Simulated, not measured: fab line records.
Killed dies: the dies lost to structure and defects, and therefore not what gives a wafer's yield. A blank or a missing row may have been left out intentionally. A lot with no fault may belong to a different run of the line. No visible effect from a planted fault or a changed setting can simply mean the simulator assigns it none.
Struck lot and sound lot, side by side / flow rit-cmos / 41 steps out of a route of 202
Sound: these wafers, L395.1, L395.3, L395.5. The struck wafers were L403.3, L403.4, L403.6. Last of all comes the cause.
Order at every step that has rows: each side's tool, ch and its chambers, its first start. Under that, the readings that differ: sound wafers / struck wafers / difference of the means / sigmas: that difference in standard deviations of wafers without a fault.
alike: words and numbers the same on both sides, and readings whose means are apart by under 2 such deviations; not compared: readings that were withheld, readings missing a value for some wafer, numbers with overlapping values and no deviation given by the record, and bounds like >300 which may hide the same value.
A row with sigmas, a row that says differs or no value, or rows on one side alone: a step with any of these is where the two part. Numbers that have no deviation but don't overlap get no sigmas and don't part them. A reading that every wafer of one side lacks parts them only if that side has two wafers or more.

first, 1 step without rows for these wafers: RIT_GATE_CLEAN_04 (cleans in dHF, time 60 s).
RIT_FOX2_THK_MEAS_91:
  sound on film-metro-01 at day 3 07:41; struck on film-metro-04 at day 4 21:52
  alike: FIELD_OXIDE_LEFT_2_THK
then, 2 steps without rows for these wafers: RIT_GATE_OXIDATION_05 (target thk 3 nm, ox time 270 s); RIT_GATE_ANNEAL_06 (time 600 s).
RIT_GATE_THK_MEAS_07:
  sound on film-metro-04 at day 3 11:14; struck on film-metro-01 at day 5 02:30
  alike: GATE_OXIDE_THK
then, 1 step without rows for these wafers: RIT_GATE_CVD_08 (deposits poly-Si from SiH4, target thk 250 nm, time 2220 s).
RIT_GATE_THK_MEAS_09:
  sound on film-metro-01 at day 3 12:55; struck on film-metro-01 at day 5 04:11
  alike: GATE_POLY_THK
then, 5 steps without rows for these wafers: RIT_GATE_HMDS_10 (prime time 60 s); RIT_GATE_COAT_11 (resist thk 850 nm); RIT_GATE_SOFTBAKE_12 (time 60 s); RIT_GATE_EXPOSE_13 (exposes mask M6, target cd 150 nm); RIT_GATE_PEB_14.
RIT_GATE_DEVELOP_15: develop time 50 s.
  sound on litho-track-02 ch 0, day 3 13:00; struck on litho-track-02 ch 0, day 5 05:00
  alike: chill-plate-temp-C
RIT_GATE_OVL_MEAS_17:
  sound on overlay-01 at day 3 13:56; struck on overlay-01 at day 5 05:16
  alike: GATE_OVL
then, 1 step without rows for these wafers: RIT_GATE_HARDBAKE_18 (time 60 s).
RIT_GATE_ETCH_19: etches poly-Si in SF6/CHF3/O2, stops on SiO2, time 165 s, target depth 312.5 nm.
  sound on rie-si-02 ch 0,1,3, day 3 14:08; struck on rie-si-01 ch 0,1,3, day 5 05:26
  alike: CHF3_flow_sccm, drypump-motor-current-A, oes-product-au, throttle-valve-pct
  not compared: rf-hours-counter-h
RIT_GATE_STRIP_20: strips in O2, time 180 s.
  sound on plasma-asher-02 ch 1, day 3 14:14; struck on plasma-asher-02 ch 0,1, day 5 05:37
  alike: drypump-motor-current-A
  not compared: rf-hours-counter-h
then, 4 steps without rows for these wafers: RIT_REOX_CLEAN_00 (cleans in SC1, time 600 s); RIT_REOX_CLEAN_01 (cleans in dHF, time 30 s); RIT_REOX_CLEAN_02 (cleans in SC2, time 600 s); RIT_REOX_OXIDATION_03 (target thk 25.2 nm, ox time 5580 s).
RIT_REOX_THK_MEAS_04:
  rows exist in the record for the sound wafers here (film-metro-03, day 3 18:02), none for the struck ones
then, 6 steps without rows for these wafers: RIT_NLDD_HMDS_00 (prime time 60 s); RIT_NLDD_COAT_01 (resist thk 1000 nm); RIT_NLDD_SOFTBAKE_02 (time 60 s); RIT_NLDD_EXPOSE_03 (exposes mask M7, target cd 40700 nm); RIT_NLDD_PEB_04; RIT_NLDD_DEVELOP_05 (develop time 50 s).
RIT_NLDD_OVL_MEAS_06:
  rows exist in the record for the sound wafers here (overlay-02, day 3 19:11), none for the struck ones
then, 2 steps without rows for these wafers: RIT_NLDD_HARDBAKE_07 (time 60 s); RIT_NLDD_IMPLANT_08.
RIT_NLDD_STRIP_09: strips in O2, time 180 s.
  the record has rows for the sound wafers here (plasma-asher-03 ch 0,1, day 3 19:32) and none for the struck ones
RIT_NLDD_TW_MEAS_10:
  rows exist in the record for the sound wafers here (film-metro-02, day 3 19:42), none for the struck ones
then, 6 steps without rows for these wafers: RIT_PLDD_HMDS_00 (prime time 60 s); RIT_PLDD_COAT_01 (resist thk 1000 nm); RIT_PLDD_SOFTBAKE_02 (time 60 s); RIT_PLDD_EXPOSE_03 (exposes mask M8, target cd 40900 nm); RIT_PLDD_PEB_04; RIT_PLDD_DEVELOP_05 (develop time 50 s).
RIT_PLDD_OVL_MEAS_06:
  rows exist in the record for the sound wafers here (overlay-01, day 3 20:44), none for the struck ones
RIT_M1_PROBE_99:
  sound on prober-01 at day 4 12:34; struck on prober-02 at day 6 02:15
reading=killed-at-contacts; sound=0 1 1; struck=0 0 0; difference=-1; sigmas=-3
reading=killed-at-front-end; sound=10 6 8; struck=174 169 187; difference=+169; sigmas=+60
reading=killed-dies; sound=10 7 9; struck=174 169 187; difference=+168; sigmas=+60
reading=killed-on-rim; sound=4 2 3; struck=64 67 67; difference=+63; sigmas=+48
  alike: killed-open, killed-short

## WHERE THEY PART
At RIT_REOX_THK_MEAS_04 first; at RIT_M1_PROBE_99 last (within this record only).

WHY: what had been put in by the simulator
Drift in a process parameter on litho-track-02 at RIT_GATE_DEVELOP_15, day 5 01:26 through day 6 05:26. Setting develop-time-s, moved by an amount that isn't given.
